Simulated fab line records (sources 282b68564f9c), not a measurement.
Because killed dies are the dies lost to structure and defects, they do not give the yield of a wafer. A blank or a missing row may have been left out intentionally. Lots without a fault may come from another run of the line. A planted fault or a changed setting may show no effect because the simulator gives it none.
Which of the tools did it? -- flow rit_cmos -- 14 lots, 42 wafers sampled, at 2 steps of a route of 202

WHAT EACH GAUGE READ, for each wafer
RIT_M1_CD_MEAS_09 targets a cd of 2600 nm. Usual: 2599.4 nm for cd_nm, sd 2.2.
lot,measured,on,cd_nm (nm),flag
L231,day 3 15:56,cd_sem-02,2598.4 2597.1 2598.5,
L232,day 3 18:57,cd_sem-02,2601.9 2600.1 2601.7,
L233,day 4 02:48,cd_sem-02,2599.5 2600.0 2600.2,
L234,day 4 05:11,cd_sem-02,2603.0 2601.8 2601.7,
L236,day 4 14:50,cd_sem-02,2596.9 2599.5 2597.8,
L237,day 4 20:01,cd_sem-01,2602.1 2600.4 2600.7,
L238,day 5 06:01,cd_sem-02,2599.4 2596.6 2598.3,
L239,day 5 10:28,cd_sem-02,2599.1 2597.4 2599.6,
L240,day 5 14:08,cd_sem-02,2600.7 2598.3 2598.0,
L242,day 6 02:37,cd_sem-02,2592.8 2593.6 2593.0,
L244,day 6 11:46,cd_sem-02,2593.3 2592.2 2593.4,
L247,day 7 01:41,cd_sem-01,2595.7 2594.6 2596.7,
L250,day 7 19:28,cd_sem-02,2600.5 2599.6 2598.2,
L253,day 8 08:34,cd_sem-02,2601.8 2601.7 2599.9,

EACH LOT AND THE TOOL THAT RAN IT (in order: tool; ch and the chambers of the sampled wafers; start)
lot,RIT_M1_DEVELOP_08
L231,"litho_track-03 ch 0, day 3 15:00"
L232,"litho_track-04 ch 0, day 3 18:00"
L233,"litho_track-02 ch 0, day 4 02:00"
L234,"litho_track-03 ch 0, day 4 05:00"
L236,"litho_track-02 ch 0, day 4 14:00"
L237,"litho_track-04 ch 0, day 4 19:00"
L238,"litho_track-03 ch 0, day 5 05:00"
L239,"litho_track-03 ch 0, day 5 10:00"
L240,"litho_track-02 ch 0, day 5 13:00"
L242,"litho_track-03 ch 0, day 6 02:00"
L244,"litho_track-03 ch 0, day 6 11:00"
L247,"litho_track-02 ch 0, day 7 01:00"
L250,"litho_track-02 ch 0, day 7 19:00"
L253,"litho_track-04 ch 0, day 8 08:00"
- RIT_M1_DEVELOP_08: develop time 68 s.

AS READ BY THE TOOLS THEMSELVES (means over the sampled wafers that have a number; for cases with no such wafer, the mark the record gives instead)
RIT_M1_DEVELOP_08. Usual: 23.00 C for developer_temp_C, sd 0.094.
lot,tool,developer_temp_C (C),flag
L231,litho_track-03,23.04,
L232,litho_track-04,22.88,
L233,litho_track-02,22.99,
L234,litho_track-03,23.08,
L236,litho_track-02,22.94,
L237,litho_track-04,23.08,
L238,litho_track-03,23.09,
L239,litho_track-03,23.00,
L240,litho_track-02,22.91,
L242,litho_track-03,20.76,OFF
L244,litho_track-03,20.73,OFF
L247,litho_track-02,22.82,
L250,litho_track-02,23.07,
L253,litho_track-04,22.80,

THE ANSWER, worked out from the rows above alone
Rule: lot off if the mean of its wafers having a number is beyond 3 standard deviations from the usual mean. A lot without any number at a reading at which 4 lots or more have one is off too. Any other lot the step has rows for is counted as sound. Order of review: gauges by route order, followed by the tools' own readings, for which a lot's mean as printed above is used. At the first step where some lot is off, the reading lying furthest off is the one used; lots without a number count as furthest.
Off, at RIT_M1_DEVELOP_08 on developer_temp_C: L242, L244.
If a tool, at that step or one of the process steps before it, ran each lot that is off and ran no sound lot following the first of them, it fits. One candidate fits, namely litho_track-03 at RIT_M1_DEVELOP_08. Its last sound lot is L239 (day 5 10:00), its first lot that is off L242 (day 6 02:00): a fault that began between those two fits.
On the lots that are off, the tool's own readings at RIT_M1_DEVELOP_08 differ by more than 5 times the standard deviation of the sound lots' means, which bears it out; developer_temp_C reads 20.75 C there versus 22.98 C on the sound lots.

WHAT WAS PUT IN BY THE SIMULATOR
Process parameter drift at RIT_M1_DEVELOP_08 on litho_track-03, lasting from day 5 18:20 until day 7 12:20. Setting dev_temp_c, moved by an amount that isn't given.
Shown lots that were struck: L242, L244. This agrees with what the rule above found.
